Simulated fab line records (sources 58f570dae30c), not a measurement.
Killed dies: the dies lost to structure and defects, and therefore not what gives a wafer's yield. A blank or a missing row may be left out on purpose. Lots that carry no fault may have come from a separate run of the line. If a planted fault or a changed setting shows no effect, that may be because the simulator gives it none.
fab line records	flow berkeleyCmos170	part 1 of 2: steps 1 to 26 of 36
[record] lots = 5	wafers = 15	lastDay = 12
route steps=331 shown SACOX@97 SCREENOX@100 NVT@104 PVT@115 GATE@125 FIELD@126
lots untouched by any fault: they come from a run of this same line in which no faults occurred
startH: start of the lot's first displayed wafer, in hours after the record's first day	waitH: how many hours have passed since the lot's step before this one	" identical to the entry in the row above	L1.1+2: one row covering several wafers at once	- no value, or no start given	* or withheld: withheld	< > ~ a bound
route shown NAME@n: names a module that has steps shown in the file, with the first one's number in the route	usual: mean and standard deviation over wafers with no fault	same: alike in all rows	chamber/n: place in a boat	sites: per-site readings	_std_site: how widely they spread, as a standard deviation	_edge_site: inner sites' mean taken away from outer sites' mean	radiusMm: how far each site lies from the wafer's centre	mask NAME#n: copy n	behind: the tool/chamber that last shaped the wafer	hold: why the lot was held/for how many hours/how that ended	device: whichever transistor did not switch (one of n, p or np)	end of line: tests of these same wafers at the route's end	a step with no rows: only its recipe	killed: at the first sort, the dies lost to defects and structure; wafer yield is something else	map: shows each die of a wafer: x if killed, . if not, _ if none is there
set.NAME: setting as actually run; set.NAME@STEP: the setting as run at that earlier step	model.NAME: the simulator's own value behind a step, which no gauge read
a table for each step, a row for each wafer; lots at some steps of the route
services: a tool's chamber out of use, with start hour (startH, from the record's first day; less than 0 if before it), hours out, and reason
[[steps]]
[step UCB170_SACOX_CLEAN_00]
[recipe] chemistry = dHF	dilution = 25:1	timeS = 7.5
lot.wafer	tool	chamber	startH	waitH
L074.1+4+6	wetBench-02	3	96.36	0.1
L084.1+3+4	wetBench-01	1	138.43	0.1
L088.1+4+5	wetBench-02	1	167.45	0.1
L095.1+5+6	wetBench-01	3	207.14	0.1
L096.1+2+4	wetBench-02	1	219.65	0.1
[step UCB170_SACOX_OXIDATION_01]
[recipe] tempC = 900	ambient = O2	targetThkA = 144	oxTimeS = 2400
[usual] tube_center_temp_C_max = 902.3/0.41	zonePowerSourcePct = 26.5/2.1
lot.wafer	tool	chamber	startH	waitH	tube_center_temp_C_max	zonePowerSourcePct
L074.1	furnace-02	0	98.87	2.5	901.9	28.0
L074.4	"	0	"	"	901.8	28.1
L074.6	"	0	"	"	902.2	27.8
L084.1	furnace-01	0	141.44	3.0	902.4	24.6
L084.3	"	0	"	"	903.3	24.2
L084.4	"	0	"	"	901.9	24.4
L088.1	furnace-04	0	169.94	2.5	902.5	29.4
L088.4	"	0	"	"	901.9	28.7
L088.5	"	0	"	"	902.5	28.7
L095.1	furnace-01	0	210.30	3.1	902.1	23.9
L095.5	"	0	"	"	901.8	24.0
L095.6	"	0	"	"	901.9	24.1
L096.1	furnace-02	0	226.12	6.5	902.1	28.1
L096.2	"	0	"	"	901.9	28.1
L096.4	"	0	"	"	902.1	27.9
[step UCB170_SACOX_THK_MEAS_02]
[recipe] reads = SiO2_of_SACOX_OXIDATION_01
[usual] SACOX_OXIDE_THK = 14.5/0.35
lot.wafer	tool	chamber	startH	waitH	SACOX_OXIDE_THK[nm]
L074.1	filmMetro-01	-	100.54	0.0	14.4
L074.4	"	-	"	"	14.7
L074.6	"	-	"	"	14.7
L084.1	filmMetro-04	-	143.11	0.0	14.5
L084.3	"	-	"	"	14.1
L084.4	"	-	"	"	14.4
L088.1	filmMetro-01	-	171.61	0.0	14.8
L088.4	"	-	"	"	14.9
L088.5	"	-	"	"	14.9
L095.1	filmMetro-02	-	211.97	0.0	14.0
L095.5	"	-	"	"	13.9
L095.6	"	-	"	"	13.8
L096.1	filmMetro-02	-	227.78	0.0	14.3
L096.2	"	-	"	"	14.3
L096.4	"	-	"	"	14.5
[step UCB170_SCREENOX_WET_ETCH_00]
[recipe] chemistry = dHF	dilution = 25:1	target = SiO2	tempC = 25	timeS = 200
lot.wafer	tool	chamber	startH	waitH
L074.1+4+6	wetBench-02	2	100.60	0.1
L084.1+3+4	wetBench-03	0	143.17	0.1
L088.1+4+5	wetBench-03	0	171.67	0.1
L095.1+5+6	wetBench-02	2	212.10	0.1
L096.1+2+4	wetBench-02	1	227.84	0.1
[step UCB170_SCREENOX_OXIDATION_01]
[recipe] tempC = 900	ambient = O2	targetThkA = 144	oxTimeS = 2400
[usual] tube_center_temp_C_max = 902.3/0.38	zonePowerSourcePct = 25/3.1
lot.wafer	tool	chamber	startH	waitH	tube_center_temp_C_max	zonePowerSourcePct
L074.1	furnace-02	0	104.57	3.8	902.5	28
L074.4	"	0	"	"	902.3	27
L074.6	"	0	"	"	902.5	28
L084.1	furnace-03	0	146.83	3.6	902.2	22
L084.3	"	0	"	"	902.2	23
L084.4	"	0	"	"	902.5	23
L088.1	furnace-04	0	179.19	7.4	902.4	29
L088.4	"	0	"	"	902.4	29
L088.5	"	0	"	"	902.4	29
L095.1	furnace-04	0	214.34	2.2	902.0	29
L095.5	"	0	"	"	902.1	29
L095.6	"	0	"	"	902.1	29
L096.1	furnace-03	0	231.30	3.4	901.9	22
L096.2	"	0	"	"	902.5	23
L096.4	"	0	"	"	901.8	23
[step UCB170_SCREENOX_THK_MEAS_02]
[recipe] reads = SiO2_of_SCREENOX_OXIDATION_01
[usual] SCREENOX_OXIDE_THK = 14.54/0.26
lot.wafer	tool	chamber	startH	waitH	SCREENOX_OXIDE_THK[nm]
L074.1	filmMetro-03	-	106.24	0.0	14.41
L074.4	"	-	"	"	14.71
L074.6	"	-	"	"	14.64
L084.1	filmMetro-04	-	148.49	0.0	14.25
L084.3	"	-	"	"	14.30
L084.4	"	-	"	"	14.16
L088.1	filmMetro-02	-	180.86	0.0	14.79
L088.4	"	-	"	"	14.51
L088.5	"	-	"	"	14.80
L095.1	filmMetro-03	-	216.00	0.0	14.88
L095.5	"	-	"	"	14.95
L095.6	"	-	"	"	14.81
L096.1	filmMetro-03	-	232.96	0.0	14.60
L096.2	"	-	"	"	14.20
L096.4	"	-	"	"	14.26
[step UCB170_SCREENOX_ANNEAL_03]
[recipe] tempC = 900	timeS = 900	ambient = N2
[usual] tube_center_temp_C_max = 902.3/0.38	zonePowerSourcePct = 28.1/1.7
lot.wafer	tool	chamber	startH	waitH	tube_center_temp_C_max	zonePowerSourcePct
L074.1	furnace-02	0	109.07	2.8	902.5	28.0
L074.4	"	0	"	"	902.1	27.5
L074.6	"	0	"	"	901.9	28.4
L084.1	furnace-02	0	150.30	1.8	902.2	27.9
L084.3	"	0	"	"	901.8	28.3
L084.4	"	0	"	"	902.4	27.8
L088.1	furnace-04	0	189.69	8.8	902.2	28.8
L088.4	"	0	"	"	902.7	29.0
L088.5	"	0	"	"	901.9	28.8
L095.1	furnace-02	0	221.37	5.4	902.3	28.4
L095.5	"	0	"	"	902.3	27.8
L095.6	"	0	"	"	903.4	28.1
L096.1	furnace-04	0	235.88	2.9	902.3	29.2
L096.2	"	0	"	"	901.9	29.2
L096.4	"	0	"	"	902.5	29.4
[step UCB170_NVT_HMDS_00]
[recipe] primeTimeS = 60	primeTempC = 100
[usual] exhaustPa = 45.0/0.81
lot.wafer	tool	chamber	startH	waitH	exhaustPa
L074.1	lithoTrack-03	0	110.90	0.6	45.4
L074.4	"	0	"	"	45.8
L074.6	"	0	"	"	45.3
L084.1	lithoTrack-04	0	151.90	0.3	45.1
L084.3	"	0	"	"	44.6
L084.4	"	0	"	"	46.5
L088.1	lithoTrack-04	0	190.94	0.0	44.6
L088.4	"	0	"	"	45.8
L088.5	"	0	"	"	45.4
L095.1	lithoTrack-04	0	222.62	0.0	46.1
L095.5	"	0	"	"	46.4
L095.6	"	0	"	"	45.3
L096.1	lithoTrack-03	0	237.38	0.2	46.4
L096.2	"	0	"	"	45.8
L096.4	"	0	"	"	45.3
[step UCB170_NVT_COAT_01]
[recipe] resist = KrF	spinRpm = 1500	resistThkNm = 900
[usual] dispensePressureKPa = 51/4.9	exhaustPa = 44.9/0.85
lot.wafer	tool	chamber	startH	waitH	dispensePressureKPa	exhaustPa
L074.1	lithoTrack-03	0	111.05	0.1	50	44.6
L074.4	"	0	"	"	50	45.7
L074.6	"	0	"	"	50	44.1
L084.1	lithoTrack-04	0	152.05	0.1	56	45.0
L084.3	"	0	"	"	56	45.1
L084.4	"	0	"	"	56	45.1
L088.1	lithoTrack-04	0	191.09	0.1	56	43.1
L088.4	"	0	"	"	56	44.0
L088.5	"	0	"	"	56	43.9
L095.1	lithoTrack-04	0	222.77	0.1	56	45.7
L095.5	"	0	"	"	56	45.1
L095.6	"	0	"	"	56	45.1
L096.1	lithoTrack-03	0	237.53	0.1	50	45.2
L096.2	"	0	"	"	50	45.1
L096.4	"	0	"	"	50	45.4
[step UCB170_NVT_SOFTBAKE_02]
[recipe] resist = KrF	tempC = 130	timeS = 60
[usual] exhaustPa = 45.0/0.89
lot.wafer	tool	chamber	startH	waitH	exhaustPa
L074.1	lithoTrack-03	0	111.20	0.1	45.9
L074.4	"	0	"	"	44.0
L074.6	"	0	"	"	45.0
L084.1	lithoTrack-04	0	152.20	0.1	45.0
L084.3	"	0	"	"	44.5
L084.4	"	0	"	"	44.6
L088.1	lithoTrack-04	0	191.24	0.1	46.9
L088.4	"	0	"	"	46.7
L088.5	"	0	"	"	45.6
L095.1	lithoTrack-04	0	222.92	0.1	42.9
L095.5	"	0	"	"	44.5
L095.6	"	0	"	"	43.6
L096.1	lithoTrack-03	0	237.68	0.1	45.0
L096.2	"	0	"	"	45.8
L096.4	"	0	"	"	45.3
[step UCB170_NVT_EXPOSE_03]
[recipe] maskId = PWELL	targetCdNm = 3000	na = 0.5	sigmaOuter = 0.6	sourceShape = conventional	doseMj = 30
[same] na = 0.5
lot.wafer	tool	chamber	startH	waitH	mask
L074.1+4+6	krfScanner-01	0	111.48	0.2	PWELL#0
L084.1+3+4	krfScanner-01	0	152.46	0.2	PWELL#0
L088.1+4+5	krfScanner-02	0	191.39	0.1	PWELL#0
L095.1+5+6	krfScanner-01	0	223.07	0.1	PWELL#0
L096.1+2+4	krfScanner-02	0	238.06	0.4	PWELL#0
[step UCB170_NVT_PEB_04]
[recipe] pebTempC = 130	pebTimeS = withheld	resist = KrF
[usual] exhaustPa = 45.1/1.1
lot.wafer	tool	chamber	startH	waitH	exhaustPa
L074.1	lithoTrack-03	0	111.63	0.1	45.5
L074.4	"	0	"	"	46.3
L074.6	"	0	"	"	46.0
L084.1	lithoTrack-04	0	153.07	0.6	44.6
L084.3	"	0	"	"	45.3
L084.4	"	0	"	"	44.0
L088.1	lithoTrack-04	0	191.67	0.3	43.7
L088.4	"	0	"	"	43.9
L088.5	"	0	"	"	45.1
L095.1	lithoTrack-01	0	223.37	0.3	44.5
L095.5	"	0	"	"	45.3
L095.6	"	0	"	"	45.2
L096.1	lithoTrack-03	0	238.55	0.5	45.2
L096.2	"	0	"	"	46.1
L096.4	"	0	"	"	44.8
[step UCB170_NVT_DEVELOP_05]
[recipe] developer = TMAH	developTimeS = 45	resist = KrF	devTempC = 21
[usual] exhaustPa = 45.1/0.81
lot.wafer	tool	chamber	startH	waitH	exhaustPa
L074.1	lithoTrack-03	0	-	-	46.1
L074.4	"	0	"	"	45.5
L074.6	"	0	"	"	44.3
L084.1	lithoTrack-04	0	-	-	45.8
L084.3	"	0	"	"	45.3
L084.4	"	0	"	"	45.4
L088.1	lithoTrack-04	0	-	-	44.6
L088.4	"	0	"	"	45.6
L088.5	"	0	"	"	45.2
L095.1	lithoTrack-01	0	-	-	44.6
L095.5	"	0	"	"	45.4
L095.6	"	0	"	"	44.6
L096.1	lithoTrack-03	0	-	-	44.3
L096.2	"	0	"	"	45.2
L096.4	"	0	"	"	45.2
[step UCB170_NVT_OVL_MEAS_06]
[usual] NVT_OVL = -5/6
lot.wafer	tool	chamber	startH	waitH	NVT_OVL[nm]
L074.1	overlay-01	-	111.90	-	0
L074.4	"	-	"	"	-9
L074.6	"	-	"	"	-8
L084.1	overlay-01	-	153.35	-	-11
L084.3	"	-	"	"	-7
L084.4	"	-	"	"	-2
L088.1	overlay-02	-	191.94	-	-8
L088.4	"	-	"	"	-6
L088.5	"	-	"	"	0
L095.1	overlay-02	-	223.64	-	4
L095.5	"	-	"	"	-6
L095.6	"	-	"	"	-6
L096.1	overlay-01	-	238.83	-	7
L096.2	"	-	"	"	2
L096.4	"	-	"	"	3
[step UCB170_NVT_IMPLANT_07]
[recipe] species = BF2	doseCm2 = 3e+12	energyKev = 50	tiltDeg = 7
[usual] beamOnS = 10.00/0.18	doseIonsCm2 = 3e+12/3.3e+09
lot.wafer	tool	chamber	startH	waitH	beamOnS	doseIonsCm2
L074.1	implanter-03	0	111.94	0.0	9.93	3.001e+12
L074.4	"	0	"	"	10.02	3e+12
L074.6	"	0	"	"	10.09	2.998e+12
L084.1	implanter-02	0	153.38	0.0	9.91	2.996e+12
L084.3	"	0	"	"	10.02	2.999e+12
L084.4	"	0	"	"	9.94	2.998e+12
L088.1	implanter-03	0	191.98	0.0	10.03	3.006e+12
L088.4	"	0	"	"	10.06	3.006e+12
L088.5	"	0	"	"	10.00	3.002e+12
L095.1	implanter-02	0	223.68	0.0	10.22	2.996e+12
L095.5	"	0	"	"	10.12	2.997e+12
L095.6	"	0	"	"	10.13	2.996e+12
L096.1	implanter-03	0	238.86	0.0	10.07	3.001e+12
L096.2	"	0	"	"	9.94	3.003e+12
L096.4	"	0	"	"	10.00	3.005e+12
[step UCB170_NVT_STRIP_08]
[recipe] chemistry = O2	powerW = 400	pressureMtorr = 3500	platenTempC = withheld	o2FlowSccm = 400	overashFraction = 0.5
[usual] drypumpMotorCurrentA = 5.7/0.44	oesProductAu = 0.734/0.0043	stripTimeToEndpointS = 21.66/0.065
[same] overashFraction = 0.5
lot.wafer	tool	chamber	startH	waitH	drypumpMotorCurrentA	oesProductAu	rfHoursCounterH	stripTimeToEndpointS
L074.1	plasmaAsher-01	0	112.34	0.4	6.1	0.733	44	21.64
L074.4	"	1	"	"	6.1	0.741	-	21.62
L074.6	"	1	"	"	6.1	0.734	-	21.65
L084.1	plasmaAsher-03	1	153.53	0.1	6.2	0.728	4	21.80
L084.3	"	1	"	"	6.2	0.745	-	21.73
L084.4	"	0	"	"	5.0	0.733	-	21.76
L088.1	plasmaAsher-01	1	192.13	0.1	6.1	0.735	53	21.70
L088.4	"	1	"	"	6.1	0.731	-	21.66
L088.5	"	1	"	"	6.1	0.739	-	21.68
L095.1	plasmaAsher-04	0	223.83	0.1	5.6	0.732	46	21.72
L095.5	"	1	"	"	5.4	0.733	-	21.78
L095.6	"	0	"	"	5.6	0.744	-	21.74
L096.1	plasmaAsher-03	0	239.01	0.1	5.0	0.729	12	21.70
L096.2	"	1	"	"	6.2	0.736	12	21.62
L096.4	"	0	"	"	5.0	0.741	-	21.69
[step UCB170_NVT_TW_MEAS_09]
[usual] NVT_TW = 530/4.4
lot.wafer	tool	chamber	startH	waitH	NVT_TW
L074.1	filmMetro-03	-	112.44	0.1	531
L074.4	"	-	"	"	528
L074.6	"	-	"	"	530
L084.1	filmMetro-02	-	153.63	0.1	525
L084.3	"	-	"	"	523
L084.4	"	-	"	"	525
L088.1	filmMetro-03	-	192.23	0.1	529
L088.4	"	-	"	"	529
L088.5	"	-	"	"	530
L095.1	filmMetro-02	-	223.93	0.1	526
L095.5	"	-	"	"	524
L095.6	"	-	"	"	523
L096.1	filmMetro-02	-	239.11	0.1	523
L096.2	"	-	"	"	523
L096.4	"	-	"	"	524
[step UCB170_NVT_CLEAN_10]
[recipe] chemistry = SPM	tempC = 120	timeS = 600
lot.wafer	tool	chamber	startH	waitH
L074.1+4+6	wetBench-01	2	112.67	0.2
L084.1+3+4	wetBench-04	2	153.69	0.1
L088.1+4+5	wetBench-01	3	192.29	0.1
L095.1+5+6	wetBench-03	2	223.99	0.1
L096.1+2+4	wetBench-04	0	239.22	0.1
[step UCB170_PVT_HMDS_00]
[recipe] primeTimeS = 60	primeTempC = 100
[usual] exhaustPa = 44.9/0.89
lot.wafer	tool	chamber	startH	waitH	exhaustPa
L074.1	lithoTrack-01	0	113.11	0.2	45.9
L074.4	"	0	"	"	45.0
L074.6	"	0	"	"	45.2
L084.1	lithoTrack-02	0	153.98	0.1	44.7
L084.3	"	0	"	"	44.4
L084.4	"	0	"	"	44.7
L088.1	lithoTrack-01	0	193.01	0.5	44.7
L088.4	"	0	"	"	44.3
L088.5	"	0	"	"	45.3
L095.1	lithoTrack-01	0	224.16	0.0	44.1
L095.5	"	0	"	"	46.6
L095.6	"	0	"	"	44.5
L096.1	lithoTrack-01	0	239.48	0.1	44.7
L096.2	"	0	"	"	44.0
L096.4	"	0	"	"	44.4
[step UCB170_PVT_COAT_01]
[recipe] resist = KrF	spinRpm = 1500	resistThkNm = 900
[usual] dispensePressureKPa = 50/5.5	exhaustPa = 45.2/0.99
lot.wafer	tool	chamber	startH	waitH	dispensePressureKPa	exhaustPa
L074.1	lithoTrack-01	0	113.26	0.1	44	45.7
L074.4	"	0	"	"	44	44.5
L074.6	"	0	"	"	44	46.0
L084.1	lithoTrack-02	0	154.13	0.1	52	44.7
L084.3	"	0	"	"	52	43.9
L084.4	"	0	"	"	52	43.0
L088.1	lithoTrack-01	0	193.16	0.1	44	45.7
L088.4	"	0	"	"	44	44.3
L088.5	"	0	"	"	44	45.5
L095.1	lithoTrack-01	0	224.31	0.1	44	44.8
L095.5	"	0	"	"	44	44.7
L095.6	"	0	"	"	44	46.4
L096.1	lithoTrack-01	0	239.63	0.1	44	46.1
L096.2	"	0	"	"	44	45.8
L096.4	"	0	"	"	44	45.9
[step UCB170_PVT_SOFTBAKE_02]
[recipe] resist = KrF	tempC = 130	timeS = 60
[usual] exhaustPa = 45.0/0.93
lot.wafer	tool	chamber	startH	waitH	exhaustPa
L074.1	lithoTrack-01	0	113.41	0.1	44.2
L074.4	"	0	"	"	46.3
L074.6	"	0	"	"	45.7
L084.1	lithoTrack-02	0	154.28	0.1	45.5
L084.3	"	0	"	"	43.8
L084.4	"	0	"	"	43.2
L088.1	lithoTrack-01	0	193.31	0.1	45.8
L088.4	"	0	"	"	45.8
L088.5	"	0	"	"	45.7
L095.1	lithoTrack-01	0	224.46	0.1	45.3
L095.5	"	0	"	"	45.4
L095.6	"	0	"	"	45.8
L096.1	lithoTrack-01	0	239.78	0.1	45.8
L096.2	"	0	"	"	46.9
L096.4	"	0	"	"	46.2
[step UCB170_PVT_EXPOSE_03]
[recipe] maskId = NWELL	targetCdNm = 3000	na = 0.5	sigmaOuter = 0.6	sourceShape = conventional	doseMj = 30
[same] na = 0.5
lot.wafer	tool	chamber	startH	waitH	mask
L074.1+4+6	krfScanner-02	0	113.56	0.1	NWELL#0
L084.1+3+4	krfScanner-01	0	154.71	0.4	NWELL#0
L088.1+4+5	krfScanner-01	0	193.46	0.1	NWELL#0
L095.1+5+6	krfScanner-01	0	224.61	0.1	NWELL#0
L096.1+2+4	krfScanner-01	0	240.18	0.4	NWELL#0
[step UCB170_PVT_PEB_04]
[recipe] pebTempC = 130	pebTimeS = withheld	resist = KrF
[usual] exhaustPa = 45.1/0.91
lot.wafer	tool	chamber	startH	waitH	exhaustPa
L074.1	lithoTrack-02	0	113.79	0.2	44.2
L074.4	"	0	"	"	46.5
L074.6	"	0	"	"	44.3
L084.1	lithoTrack-04	0	154.83	0.1	43.2
L084.3	"	0	"	"	44.2
L084.4	"	0	"	"	44.4
L088.1	lithoTrack-02	0	194.07	0.6	44.2
L088.4	"	0	"	"	45.6
L088.5	"	0	"	"	44.2
L095.1	lithoTrack-01	0	224.73	0.1	45.4
L095.5	"	0	"	"	44.9
L095.6	"	0	"	"	44.5
L096.1	lithoTrack-04	0	240.48	0.3	45.4
L096.2	"	0	"	"	45.0
L096.4	"	0	"	"	44.8
[step UCB170_PVT_DEVELOP_05]
[recipe] developer = TMAH	developTimeS = 45	resist = KrF	devTempC = 21
[usual] exhaustPa = 44.8/0.77
lot.wafer	tool	chamber	startH	waitH	exhaustPa
L074.1	lithoTrack-02	0	-	-	44.4
L074.4	"	0	"	"	44.0
L074.6	"	0	"	"	43.8
L084.1	lithoTrack-04	0	-	-	44.9
L084.3	"	0	"	"	45.0
L084.4	"	0	"	"	44.6
L088.1	lithoTrack-02	0	-	-	44.3
L088.4	"	0	"	"	45.1
L088.5	"	0	"	"	44.4
L095.1	lithoTrack-01	0	-	-	44.0
L095.5	"	0	"	"	45.1
L095.6	"	0	"	"	45.0
L096.1	lithoTrack-04	0	-	-	45.1
L096.2	"	0	"	"	45.4
L096.4	"	0	"	"	44.5
[step UCB170_PVT_OVL_MEAS_06]
[usual] PVT_OVL = 0/5.1
lot.wafer	tool	chamber	startH	waitH	PVT_OVL[nm]
L074.1	overlay-01	-	114.06	-	0
L074.4	"	-	"	"	-1
L074.6	"	-	"	"	-1
L084.1	overlay-01	-	155.10	-	0
L084.3	"	-	"	"	0
L084.4	"	-	"	"	-3
L088.1	overlay-01	-	194.34	-	-5
L088.4	"	-	"	"	-3
L088.5	"	-	"	"	-3
L095.1	overlay-01	-	225.00	-	1
L095.5	"	-	"	"	-4
L095.6	"	-	"	"	-4
L096.1	overlay-02	-	240.76	-	0
L096.2	"	-	"	"	-6
L096.4	"	-	"	"	4
[step UCB170_PVT_IMPLANT_07]
[recipe] species = P	doseCm2 = 2e+12	energyKev = 30	tiltDeg = 7
[usual] beamOnS = 10.02/0.21	doseIonsCm2 = 2.0001e+12/2.1e+09
lot.wafer	tool	chamber	startH	waitH	beamOnS	doseIonsCm2
L074.1	implanter-03	0	114.10	0.0	10.01	1.9997e+12
L074.4	"	0	"	"	9.87	1.9991e+12
L074.6	"	0	"	"	9.93	1.9974e+12
L084.1	implanter-03	0	155.14	0.0	10.00	2e+12
L084.3	"	0	"	"	10.10	2.0036e+12
L084.4	"	0	"	"	9.81	2.0032e+12
L088.1	implanter-04	0	194.38	0.0	10.27	1.9975e+12
L088.4	"	0	"	"	10.13	2.0026e+12
L088.5	"	0	"	"	10.27	2.0039e+12
L095.1	implanter-01	0	225.04	0.0	10.21	2.0003e+12
L095.5	"	0	"	"	9.97	2.0002e+12
L095.6	"	0	"	"	10.05	2.0028e+12
L096.1	implanter-01	0	240.79	0.0	10.05	1.9991e+12
L096.2	"	0	"	"	10.01	1.9973e+12
L096.4	"	0	"	"	9.92	2.0027e+12
